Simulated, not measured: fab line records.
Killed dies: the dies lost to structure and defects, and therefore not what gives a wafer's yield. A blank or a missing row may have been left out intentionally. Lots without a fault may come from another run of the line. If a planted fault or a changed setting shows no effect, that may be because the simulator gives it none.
fab line records	flow ritCmos
[record] lots = 5	wafers = 15	lastDay = 7
route steps=202 shown M1@184
lots with no fault: from the same line, run without faults
startH: the number of hours between the record's first day and the start of the first shown wafer of the lot	waitH: hours elapsed since this lot's preceding step	" identical to the entry in the row above	L1.1+2: one row covering several wafers at once	- either no value or no given start	* or withheld: withheld	< > ~ a bound
route shown NAME@n: names a module that has steps shown in the file, with the first one's number in the route	usual: the fault-free wafers' mean and standard deviation	same: alike in all rows	chamber/n: place in a boat	sites: the reading at each site	_std_site: the values' standard deviation	_edge_site: inner sites' mean taken away from outer sites' mean	radiusMm: how far each site lies from the wafer's centre	mask NAME#n: copy n	behind: the tool/chamber that last shaped the wafer	hold: why the lot went on hold/how many hours it stayed there/how the hold came to an end	device: the transistor (n, p or np) that didn't switch	end of line: the tests these same wafers got at the end of their route	where a step has no rows: the recipe by itself	killed: not the wafer's yield, but the dies lost to structure and defects at the first sort	map: the dies of a wafer, with x for killed, . for not killed, _ for no die there
set.NAME: the run value of the setting; set.NAME@STEP: its run value at that earlier step	model.NAME: the simulator's own value behind a step, which no gauge read
certain route steps with their lots: each step a table, each wafer a row
services: the hour from which a tool's chamber was out of use, counted from the record's first day as startH (under 0 if before that day), plus the number of hours and why
[[steps]]
[step RIT_M1_SPUTTER_00]
[recipe] material = Al	targetThkNm = 400	powerW = 2000	chamberPressurePa = 0.4	gas = Ar	timeS = 500	substrateTempC = 25
[usual] throttleValvePct = 29.4/0.87
lot.wafer	tool	chamber	startH	waitH	throttleValvePct
L691.4	pvdSputter-01	-	110.92	0.0	28.8
L691.5	"	-	"	"	29.9
L691.6	"	-	"	"	29.9
L693.4	pvdSputter-01	-	119.74	0.0	30.1
L693.5	"	-	"	"	30.1
L693.6	"	-	"	"	30.4
L699.3	pvdSputter-02	-	150.07	0.0	29.3
L699.4	"	-	"	"	27.3
L699.6	"	-	"	"	29.6
L703.1	pvdSputter-01	-	168.69	0.0	28.5
L703.2	"	-	"	"	29.9
L703.4	"	-	"	"	30.0
L704.3	pvdSputter-04	-	169.67	0.0	30.9
L704.5	"	-	"	"	29.7
L704.6	"	-	"	"	30.5
[step RIT_M1_RS_MEAS_01]
[recipe] thkMeasGauge = four-point-probe	reads = Al_of_M1_SPUTTER_00
[usual] M1_AL_RS = 0.0736/0.00056
lot.wafer	tool	chamber	startH	waitH	M1_AL_RS[ohm/sq]
L691.4	filmMetro-02	-	111.27	0.2	0.0740
L691.5	"	-	"	"	0.0731
L691.6	"	-	"	"	0.0739
L693.4	filmMetro-01	-	120.09	0.2	0.0737
L693.5	"	-	"	"	0.0735
L693.6	"	-	"	"	0.0736
L699.3	filmMetro-01	-	150.40	0.2	0.0733
L699.4	"	-	"	"	0.0740
L699.6	"	-	"	"	0.0739
L703.1	filmMetro-03	-	168.98	0.1	0.0732
L703.2	"	-	"	"	0.0728
L703.4	"	-	"	"	0.0729
L704.3	filmMetro-03	-	170.00	0.2	0.0738
L704.5	"	-	"	"	0.0740
L704.6	"	-	"	"	0.0735
[step RIT_M1_THK_MEAS_02]
[recipe] thkMeasGauge = xrf	reads = Al_of_M1_SPUTTER_00
[usual] M1_AL_THK = 409/4.1
lot.wafer	tool	chamber	startH	waitH	M1_AL_THK[nm]
L691.4	filmMetro-02	-	111.36	0.1	413
L691.5	"	-	"	"	415
L691.6	"	-	"	"	412
L693.4	filmMetro-01	-	120.18	0.1	408
L693.5	"	-	"	"	412
L693.6	"	-	"	"	411
L699.3	filmMetro-01	-	150.50	0.1	414
L699.4	"	-	"	"	409
L699.6	"	-	"	"	410
L703.1	filmMetro-03	-	169.10	0.1	408
L703.2	"	-	"	"	407
L703.4	"	-	"	"	407
L704.3	filmMetro-03	-	170.10	0.1	402
L704.5	"	-	"	"	403
L704.6	"	-	"	"	407
[step RIT_M1_HMDS_03]
[recipe] primeTimeS = 60	primeTempC = 140
[step RIT_M1_COAT_04]
[recipe] resist = NOVOLAK	spinRpm = 2000	resistThkNm = 1300
[step RIT_M1_SOFTBAKE_05]
[recipe] resist = NOVOLAK	tempC = 90	timeS = 60
[step RIT_M1_EXPOSE_06]
[recipe] maskId = M12	na = 0.6	sourceShape = conventional	sigmaOuter = 0.5	targetCdNm = 2600	doseMj = 250
[step RIT_M1_PEB_07]
[recipe] resist = NOVOLAK	tempC = withheld	timeS = withheld
[step RIT_M1_DEVELOP_08]
[recipe] resist = NOVOLAK	developTimeS = 68	devTempC = 23
[step RIT_M1_CD_MEAS_09]
[recipe] targetCdNm = 2600
[usual] cdNm = 2600.7/1.6
lot.wafer	tool	chamber	startH	waitH	cdNm
L691.4	cdSem-02	-	112.45	-	2603.1
L691.5	"	-	"	"	2602.7
L691.6	"	-	"	"	2600.4
L693.4	cdSem-02	-	121.22	-	2602.4
L693.5	"	-	"	"	2602.1
L693.6	"	-	"	"	2599.6
L699.3	cdSem-01	-	151.58	-	2600.7
L699.4	"	-	"	"	2598.7
L699.6	"	-	"	"	2599.4
L703.1	cdSem-01	-	170.04	-	2601.7
L703.2	"	-	"	"	2603.0
L703.4	"	-	"	"	2602.1
L704.3	cdSem-02	-	171.06	-	2598.7
L704.5	"	-	"	"	2601.1
L704.6	"	-	"	"	2598.5
[step RIT_M1_OVL_MEAS_10]
[usual] M1_OVL = -1.2/1.3
lot.wafer	tool	chamber	startH	waitH	M1_OVL[nm]
L691.4	overlay-01	-	112.53	0.1	-1.2
L691.5	"	-	"	"	-0.6
L691.6	"	-	"	"	-3.0
L693.4	overlay-01	-	121.30	0.1	1.1
L693.5	"	-	"	"	0.9
L693.6	"	-	"	"	1.2
L699.3	overlay-02	-	151.68	0.1	-2.1
L699.4	"	-	"	"	-0.9
L699.6	"	-	"	"	-2.5
L703.1	overlay-01	-	170.16	0.1	0.2
L703.2	"	-	"	"	-1.9
L703.4	"	-	"	"	-1.4
L704.3	overlay-01	-	171.15	0.1	0.2
L704.5	"	-	"	"	-1.6
L704.6	"	-	"	"	-0.4
[step RIT_M1_HARDBAKE_11]
[recipe] resist = NOVOLAK	tempC = 140	timeS = 120
[step RIT_M1_METAL_ETCH_12]
[recipe] stopOn = SiO2	chemistry = Cl2/BCl3	target = Al	timeS = 165	overEtchFrac = 0.5	pressureMtorr = 100	targetDepthA = 6000	rfW = 250	Cl2_flow_sccm = 60	bcl3FlowSccm = 50
[usual] drypumpMotorCurrentA = 5.9/0.54	oesProductAu = 0.779/0.016	throttleValvePct = 8.27/0.1
lot.wafer	tool	chamber	startH	waitH	drypumpMotorCurrentA	oesProductAu	rfHoursCounterH	throttleValvePct	model.NOVOLAK_of_M1_COAT_04.thkNm	model.SiO2_of_CONTACT_CVD_00.thkNm	model.M1.featureDepthNm
L691.4	rieMetal-02	0	112.85	0.1	6.3	0.796	-	8.12	818.1	369.2	429.7
L691.5	"	0	"	"	6.3	0.809	-	8.14	813.2	367.7	434.2
L691.6	"	1	"	"	6.1	0.753	-	8.20	801.6	370.5	431.5
L693.4	rieMetal-03	1	121.62	0.1	6.2	0.783	-	8.30	813	362.5	431.6
L693.5	"	0	"	"	6.0	0.773	-	8.41	816.7	367.2	432.8
L693.6	"	1	"	"	6.2	0.779	-	8.29	814.9	365.4	432.5
L699.3	rieMetal-02	0	152.06	0.2	6.3	0.804	-	8.12	694.3	350.5	446.5
L699.4	"	1	"	"	6.2	0.743	-	8.22	802.8	369.3	431.1
L699.6	"	1	"	"	6.2	0.752	-	8.22	799.7	365.9	431.9
L703.1	rieMetal-01	1	170.45	0.2	6.2	0.795	5	8.18	800.2	361.8	435.7
L703.2	"	0	"	"	4.9	0.772	6	8.38	801.4	364.1	436.1
L703.4	"	1	"	"	6.2	0.795	-	8.19	795.9	364.2	436.3
L704.3	rieMetal-03	1	171.48	0.2	6.2	0.776	-	8.28	800.5	362.9	431.9
L704.5	"	0	"	"	6.0	0.796	-	8.41	800.3	364.4	430
L704.6	"	1	"	"	6.2	0.772	-	8.29	802.5	362.8	433.2
[step RIT_M1_STRIP_13]
[recipe] chemistry = nmp	resist = NOVOLAK	tempC = 80	timeS = 600	dry = n2Spin
[step RIT_M1_STRIP_14]
[recipe] chemistry = O2	timeS = 180	platenTempC = withheld	powerW = 500	pressureMtorr = 4000	o2FlowSccm = 4000
[usual] drypumpMotorCurrentA = 5.90/0.24	rfReflPowerW = 7.1/0.92
lot.wafer	tool	chamber	startH	waitH	drypumpMotorCurrentA	rfHoursCounterH	rfReflPowerW
L691.4	plasmaAsher-02	0	113.20	0.1	5.96	-	8.4
L691.5	"	0	"	"	5.98	-	8.0
L691.6	"	1	"	"	5.83	-	7.4
L693.4	plasmaAsher-04	1	122.14	0.1	5.61	-	6.8
L693.5	"	0	"	"	6.26	-	8.0
L693.6	"	1	"	"	5.55	-	6.8
L699.3	plasmaAsher-01	0	152.40	0.1	5.57	-	5.5
L699.4	"	1	"	"	6.07	-	6.1
L699.6	"	0	"	"	5.57	-	5.6
L703.1	plasmaAsher-02	1	170.80	0.0	5.86	54	7.2
L703.2	"	0	"	"	5.98	54	7.9
L703.4	"	1	"	"	5.85	-	7.3
L704.3	plasmaAsher-02	0	171.82	0.1	5.94	-	8.4
L704.5	"	0	"	"	5.95	-	8.4
L704.6	"	1	"	"	5.88	-	7.6
[step RIT_M1_CD_MEAS_90]
[recipe] targetCdNm = 2600
[usual] cdNm = 2600.1/1.9
lot.wafer	tool	chamber	startH	waitH	cdNm
L691.4	cdSem-01	-	113.37	0.1	2601.9
L691.5	"	-	"	"	2600.8
L691.6	"	-	"	"	2598.6
L693.4	cdSem-02	-	122.31	0.1	2600.8
L693.5	"	-	"	"	2600.6
L693.6	"	-	"	"	2600.4
L699.3	cdSem-02	-	152.56	0.1	2592.8
L699.4	"	-	"	"	2599.3
L699.6	"	-	"	"	2599.0
L703.1	cdSem-01	-	170.98	0.1	2600.9
L703.2	"	-	"	"	2603.5
L703.4	"	-	"	"	2601.4
L704.3	cdSem-01	-	171.98	0.1	2596.9
L704.5	"	-	"	"	2599.7
L704.6	"	-	"	"	2598.3
[step RIT_M1_ANNEAL_15]
[recipe] tempC = 450	timeS = 1800	ambient = forming_gas_H2N2
[step RIT_M1_PROBE_99]
[usual] defectLimitedYield = 97.4/1.1	killed_at_M0_to_M3 = 0.0/0.083	killedAtContacts = 0.1/0.31	killedAtFrontEnd = 7/3	killedDies = 7/3	killedOpen = 3.2/1.9	killedShort = 3.6/2.2	sort_bin_3_pad_short = 0.1/0.24	sort_bin_5_function = 1.5/0.78	sort_bin_6_memory = 1.0/0.66	sortNPass = 257/3	sortYieldPct = 97.4/1.1
[same] grossDies = 264	killed_at_M4_up = 0	killedAtBackSide = 0	killedAtOther = 0
lot.wafer	tool	chamber	startH	waitH	defectLimitedYield[%]	killed_at_M0_to_M3	killedAtContacts	killedAtFrontEnd	killedDies	killedOpen	killedShort	sort_bin_3_pad_short[%]	sort_bin_5_function[%]	sort_bin_6_memory[%]	sortNPass	sortYieldPct[%]	model.etest.antennaM1.vtShiftV
L691.4	prober-02	-	115.20	0.2	99.2	0	0	2	2	0	2	0	0.8	0	262	99.2	-0.01213
L691.5	prober-02	-	115.25	0.2	98.9	1	0	2	3	1	2	0	1.1	0	261	98.9	-0.01047
L691.6	prober-02	-	115.30	0.2	98.9	0	0	3	3	2	1	0	0.8	0.4	261	98.9	-0.01031
L693.4	prober-02	-	124.14	0.2	94.7	0	1	13	14	5	9	0.4	3.0	1.9	250	94.7	-0.0121
L693.5	prober-02	-	124.19	0.2	97.7	0	0	6	6	5	1	0	1.9	0.4	258	97.7	-0.01288
L693.6	prober-02	-	124.24	0.2	98.1	0	0	5	5	3	2	0	1.5	0.4	259	98.1	-0.01232
L699.3	prober-02	-	154.36	0.2	97.7	0	0	6	6	2	4	0.4	1.1	0.8	258	97.7	-0.01963
L699.4	prober-02	-	154.41	0.2	97.0	0	0	8	8	1	7	0	1.1	1.9	256	97.0	-0.01241
L699.6	prober-02	-	154.51	0.2	97.7	0	0	6	6	3	3	0.4	0.4	1.5	258	97.7	-0.006654
L703.1	prober-02	-	172.72	0.1	97.7	0	0	6	6	5	1	0	1.9	0.4	258	97.7	-0.0121
L703.2	prober-02	-	172.77	0.1	98.5	0	0	4	4	3	1	0	0.4	1.1	260	98.5	-0.01016
L703.4	prober-02	-	172.87	0.2	98.5	0	0	4	4	2	2	0	0.4	1.1	260	98.5	-0.009342
L704.3	prober-01	-	174.32	0.2	97.0	0	0	8	8	3	5	0.4	1.9	0.8	256	97.0	-0.0141
L704.5	prober-01	-	174.42	0.2	95.8	0	0	11	11	6	5	0.4	2.7	1.1	253	95.8	-0.007305
L704.6	prober-01	-	174.47	0.2	97.3	0	0	7	7	2	5	0.8	1.1	0.8	257	97.3	-0.01218
// killed by level:class
L691.4 GATE:geometricParticle:short=2
L691.5 GATE:geometricParticle:open=1 SPACER:geometricParticle:short=1 M1:geometricParticle:short=1
L691.6 GATE:geometricParticle:short=1 GATE:geometricParticle:open=1 SILICIDE:geometricParticle:open=1
L693.4 FOX2:geometricParticle:short=4 FOX1:geometricParticle:short=3 GATE:geometricParticle:short=2 FOX1:geometricParticle:open=1 FOX2:geometricParticle:open=1 GATE:geometricParticle:open=1 SILICIDE:geometricParticle:open=1 CONTACT:geometricParticle:open=1
L693.5 FOX1:geometricParticle:open=3 GATE:geometricParticle:open=1 REOX:geometricParticle:short=1 SPACER:geometricParticle:open=1
L693.6 GATE:geometricParticle:short=2 FOX2:geometricParticle:open=1 GATE:geometricParticle:open=1 REOX:geometricParticle:open=1
L699.3 REOX:geometricParticle:short=2 GATE:geometricParticle:short=1 REOX:geometricParticle:open=1 SPACER:geometricParticle:short=1 SPACER:geometricParticle:open=1
L699.4 SPACER:geometricParticle:short=4 FOX2:geometricParticle:short=1 FOX2:geometricParticle:open=1 GATE:geometricParticle:short=1 REOX:geometricParticle:short=1
L699.6 REOX:geometricParticle:open=3 GATE:geometricParticle:short=2 FOX2:geometricParticle:short=1
L703.1 GATE:geometricParticle:open=3 FOX2:geometricParticle:open=2 GATE:geometricParticle:short=1
L703.2 FOX1:geometricParticle:open=1 GATE:geometricParticle:short=1 GATE:geometricParticle:open=1 REOX:geometricParticle:open=1
L703.4 FOX1:geometricParticle:open=1 FOX1:geometricParticle:short=1 GATE:geometricParticle:short=1 GATE:geometricParticle:open=1
L704.3 GATE:geometricParticle:short=2 FOX1:geometricParticle:open=1 FOX2:geometricParticle:open=1 FOX2:geometricParticle:short=1 GATE:geometricParticle:open=1 REOX:geometricParticle:short=1 SPACER:geometricParticle:short=1
L704.5 FOX1:geometricParticle:open=4 FOX1:geometricParticle:short=2 GATE:geometricParticle:short=1 GATE:geometricParticle:open=1 REOX:geometricParticle:short=1 SPACER:geometricParticle:short=1 SILICIDE:geometricParticle:open=1
L704.6 REOX:geometricParticle:short=2 ACTIVE:geometricParticle:open=1 FOX1:geometricParticle:short=1 GATE:geometricParticle:short=1 REOX:geometricParticle:open=1 SPACER:geometricParticle:short=1
[[services]]
tool	chamber	startH	hours	kind
plasmaAsher-04	-	103.48	2.8	pm
pvdSputter-04	-	106.93	5.1	repair
plasmaAsher-01	-	108.75	9.0	pm
plasmaAsher-01	0	108.75	9.0	ventCycle
plasmaAsher-01	1	108.75	9.0	ventCycle
rieMetal-01	1	113.16	18.3	repair
rieMetal-03	-	115.71	0.7	repair
plasmaAsher-01	0	117.75	-	clean
plasmaAsher-01	1	117.75	-	clean
rieMetal-03	-	136.12	20.0	pm
rieMetal-03	0	136.12	20.0	ventCycle
rieMetal-03	1	136.12	20.0	ventCycle
pvdSputter-04	-	143.46	11.7	repair
rieMetal-03	0	156.12	-	clean
rieMetal-03	1	156.12	-	clean
plasmaAsher-04	-	158.75	0.6	repair
[[key]]
[firstSign] step = RIT_M1_CD_MEAS_90	reading = cdNm	direction = down	sigmas = 3.9	usual = 2600.1	struck = 2592.8
effect none on later readings
[modelEffect] step = RIT_M1_METAL_ETCH_12	value = NOVOLAK_of_M1_COAT_04.thkNm	without = 808.9	struck = 694.3
[modelEffect] step = RIT_M1_PROBE_99	value = etest.antennaM1.vtShiftV	without = -0.009175	struck = -0.01963
metAt RIT_M1_METAL_ETCH_12
struckWafers L699.3
onsetBetween 112.85 152.06
[fault] kind = processParameterDrift	tool = rieMetal-02	chamber = 0	onsetH = 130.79	steps = RIT_M1_METAL_ETCH_12	channel = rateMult	offset = 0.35	shape = step	endH = 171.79
